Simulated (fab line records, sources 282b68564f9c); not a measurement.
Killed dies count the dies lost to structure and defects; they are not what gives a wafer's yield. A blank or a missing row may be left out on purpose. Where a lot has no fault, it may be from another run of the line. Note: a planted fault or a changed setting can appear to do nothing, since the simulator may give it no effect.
What tool caused it? -- flow rit_cmos -- 14 lots with 42 wafers sampled at 2 steps, on a route of 202 steps

== WHAT THE GAUGES READ, wafer by wafer ==
RIT_REOX_THK_MEAS_04.
lot,measured,on,REOX_OXIDE_THK (nm)
L345,day 2 22:33,film_metro-01,24.8 24.7 25.1
L346,day 3 02:23,film_metro-01,25.0 24.8 25.3
L347,day 3 07:35,film_metro-02,25.3 24.9 24.9
L351,day 4 02:25,film_metro-04,27.5 27.6 27.7
L352,day 4 07:58,film_metro-01,25.0 24.6 25.3
L353,day 4 14:49,film_metro-04,27.1 26.5 26.9
L357,day 5 08:54,film_metro-01,25.1 25.1 25.0
L358,day 5 11:28,film_metro-01,24.7 25.2 24.7
L361,day 6 02:09,film_metro-01,24.9 25.2 24.9
L363,day 6 14:36,film_metro-01,25.4 25.2 25.2
L365,day 6 21:56,film_metro-01,25.3 25.1 25.1
L366,day 7 02:16,film_metro-02,24.7 24.8 24.7
L367,day 7 10:37,film_metro-02,25.4 25.8 25.1
L368,day 7 12:55,film_metro-01,25.2 25.6 25.0

== EACH LOT AND THE TOOL THAT RAN IT (in order: tool; ch and the chambers of the sampled wafers; start) ==
lot,RIT_REOX_OXIDATION_03
L345,"furnace-01 ch 0, day 2 19:59"
L346,"furnace-04 ch 0, day 2 23:50"
L347,"furnace-04 ch 0, day 3 05:01"
L351,"furnace-04 ch 0, day 3 23:51"
L352,"furnace-03 ch 0, day 4 05:24"
L353,"furnace-04 ch 0, day 4 12:16"
L357,"furnace-03 ch 0, day 5 06:21"
L358,"furnace-03 ch 0, day 5 08:54"
L361,"furnace-03 ch 0, day 5 23:36"
L363,"furnace-01 ch 0, day 6 12:03"
L365,"furnace-03 ch 0, day 6 19:23"
L366,"furnace-03 ch 0, day 6 23:43"
L367,"furnace-01 ch 0, day 7 08:03"
L368,"furnace-03 ch 0, day 7 10:22"
- RIT_REOX_OXIDATION_03: target thk 25.2 nm, ox time 5580 s.

== AS READ BY THE TOOLS THEMSELVES (means over the sampled wafers that have a number; for cases with no such wafer, the mark the record gives instead) ==
RIT_REOX_OXIDATION_03.
lot,tool,spike_tc_centre_C (C),spike_tc_load_C (C),spike_tc_source_C (C),tube_center_temp_C (C),tube_center_temp_C_max
L345,furnace-01,905.1,924.3,926.3,900.01,902.1
L346,furnace-04,900.8,928.5,925.6,899.95,902.5
L347,furnace-04,900.2,928.9,925.6,900.00,902.0
L351,furnace-04,910.1,936.1,932.8,907.99,910.5
L352,furnace-03,903.9,925.1,926.3,900.00,902.1
L353,furnace-04,908.9,936.4,934.7,908.03,910.5
L357,furnace-03,903.9,924.2,924.7,899.92,901.9
L358,furnace-03,904.0,923.8,927.5,899.85,902.4
L361,furnace-03,904.4,924.2,926.1,900.04,902.2
L363,furnace-01,904.5,924.4,925.8,899.92,902.6
L365,furnace-03,902.8,925.6,926.8,900.02,902.2
L366,furnace-03,903.5,924.1,925.7,899.97,902.4
L367,furnace-01,904.7,923.6,924.6,899.96,902.3
L368,furnace-03,902.6,925.1,926.5,900.06,902.3

== THE ANSWER, worked out from the rows above alone ==
Rule: the lots themselves supply what counts as usual. Put in order of their means at a reading, lots are off if they are a third of the lots or fewer, leave a main group of 4 or more, and stand apart from it by a gap of 3 or more times the standard deviation of the main group's means; of several such gaps the widest counts. The tables above print the reading to a certain number of digits; a main group whose means all agree to those digits is not used. Also off: a lot with no number at a reading for which 4 or more lots have one. All remaining lots with rows at the step are treated as sound. First the gauges in route order, then the tools' own readings, where a lot's mean is used as printed above. At the first step where some lot is off, the reading lying furthest off is the one used; lots without a number count as furthest.
Off: L351, L353, at RIT_REOX_THK_MEAS_04 (REOX_OXIDE_THK). For the main group the mean is 25.1 nm and the standard deviation 0.19.
If a tool, at a process step before that reading, ran all the lots that are off and no sound lot after the first of them, it fits. Not tried: the gauges at RIT_REOX_THK_MEAS_04; whatever is off there is also off at RIT_REOX_OXIDATION_03, on other tools, and gauge error can't account for it. One fits: furnace-04 at RIT_REOX_OXIDATION_03. A fault onset in the window from L347 (day 3 05:01, its last sound lot) to L351 (day 3 23:51, its first lot off) fits.
The tool's own readings at RIT_REOX_OXIDATION_03 bear it out: on the lots that are off they differ by more than 5 times the standard deviation of the sound lots' means. spike_tc_load_C reads 936.2 C there against 925.1 C on the sound lots; spike_tc_source_C reads 933.8 C there against 926.0 C on the sound lots; tube_center_temp_C reads 908.01 C there against 899.98 C on the sound lots; tube_center_temp_C_max reads 910.5 there against 902.2 on the sound lots.

== WHAT THE SIMULATOR PUT IN ==
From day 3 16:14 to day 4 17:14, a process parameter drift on furnace-04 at RIT_REOX_OXIDATION_03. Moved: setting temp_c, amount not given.
Shown lots that were struck: L351, L353. This agrees with what the rule above found.
